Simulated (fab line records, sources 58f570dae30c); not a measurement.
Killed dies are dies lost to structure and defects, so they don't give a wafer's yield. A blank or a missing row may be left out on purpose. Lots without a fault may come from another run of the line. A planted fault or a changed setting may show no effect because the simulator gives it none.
A struck lot beside a sound one | flow berkeley_cmos170 | 16 steps out of a route of 331
Sound: wafers L472.2, L472.4, L472.6. Struck: wafers L477.3, L477.4, L477.5. The cause comes at the end.
At each step with rows: each side's tool, then ch and its chambers, then its first start. Under that, the readings that differ: sound wafers | struck wafers | difference of the means | sigmas: that difference in standard deviations of wafers without a fault.
alike: readings whose means differ by less than 2 such deviations, and words and numbers that are the same on both sides. not compared: withheld readings, readings that some wafer has no value for, bounds like >300 that may hide the same value, and numbers for which the record gives no deviation and whose values overlap.
The two part at a step that has a row with sigmas, a row that says differs or no value, or rows on one side only. Numbers that don't overlap but have no deviation are shown without sigmas and don't part them. A reading that every wafer of one side lacks parts them only if that side has two wafers or more.

first, 1 step without rows for these wafers: UCB170_M3_SOFTBAKE_06 (time 60 s).
UCB170_M3_STRIP_07: strips in O2.
  sound on plasma_asher-01 ch 0,1, day 8 01:04; struck on plasma_asher-02 ch 0,1, day 9 11:30
  reading                     | sound       | struck      | difference | sigmas
  drypump_motor_current_A (A) | 6.3 6.3 6.1 | 5.7 4.9 4.9 | -1.1       | -2
  alike: oes_product_au, strip_time_to_endpoint_s
  not compared: rf_hours_counter_h
then, 7 steps without rows for these wafers: UCB170_M3_STRIP_08 (strips KrF in DMSO, time 600 s); UCB170_M3_COAT_09; UCB170_M3_COAT_10 (resist thk 900 nm); UCB170_M3_SOFTBAKE_11 (time 60 s); UCB170_M3_EXPOSE_12 (exposes mask METAL3, target cd 700 nm); UCB170_M3_PEB_13; UCB170_M3_DEVELOP_14 (develop time 45 s).
UCB170_M3_CD_MEAS_15: target cd 700 nm.
  sound on cd_sem-02, day 8 02:47; struck on cd_sem-01, day 9 12:46
  alike: cd_nm
UCB170_M3_OVL_MEAS_16:
  sound on overlay-02, day 8 02:53; struck on overlay-01, day 9 12:52
  alike: M3_OVL
UCB170_M3_ETCH_17: etches BARC in N2/H2.
  sound on rie_diel-02 ch 0,1, day 8 02:55; struck on rie_diel-02 ch 1,2, day 9 12:53
  reading            | sound             | struck            | difference | sigmas
  rf_fwd_power_W (W) | 493.7 491.9 493.8 | 497.5 497.9 495.7 | +3.9       | +2
  alike: chamber_pressure_mTorr, drypump_motor_current_A, oes_product_au, throttle_valve_pct
UCB170_M3_METAL_ETCH_18: etches Al in Cl2/BCl3, stops on SiO2, target depth 1170 nm, time 195 s.
  sound on rie_metal-01 ch 0,1, day 8 02:57; struck on rie_metal-01 ch 0,1, day 9 12:59
  reading                             | sound                | struck               | difference | sigmas
  chamber_pressure_mTorr (mTorr)      | 12.006 12.013 11.992 | 18.017 18.025 18.007 | +6.013     | +99 or more
  model.KrF_of_M3_COAT_10.thk_nm (nm) | 212.6 212.6 212.5    | 175 165.6 164.8      | -44        |
  alike: drypump_motor_current_A, mfc_cl2_sccm, oes_product_au, rf_fwd_power_W, throttle_valve_pct
  not compared: rf_hours_counter_h
UCB170_M3_STRIP_19: strips in O2.
  sound on plasma_asher-02 ch 0,1, day 8 03:08; struck on plasma_asher-04 ch 0,1, day 9 13:08
  reading               | sound             | struck            | difference | sigmas
  oes_product_au (a.u.) | 0.541 0.545 0.546 | 0.502 0.498 0.493 | -0.046     | -5
  alike: drypump_motor_current_A
  not compared: rf_hours_counter_h
UCB170_M3_CD_MEAS_90: target cd 700 nm.
  sound on cd_sem-02, day 8 03:16; struck on cd_sem-01, day 9 13:15
  alike: cd_nm
then, 1 step without rows for these wafers: UCB170_M3_PROBE_99.

WHERE THEY PART
First at UCB170_M3_STRIP_07; last, within this record, at UCB170_M3_STRIP_19. Later steps at which nothing parts them and some readings are alike: UCB170_M3_CD_MEAS_90.

WHY: what the simulator had put in
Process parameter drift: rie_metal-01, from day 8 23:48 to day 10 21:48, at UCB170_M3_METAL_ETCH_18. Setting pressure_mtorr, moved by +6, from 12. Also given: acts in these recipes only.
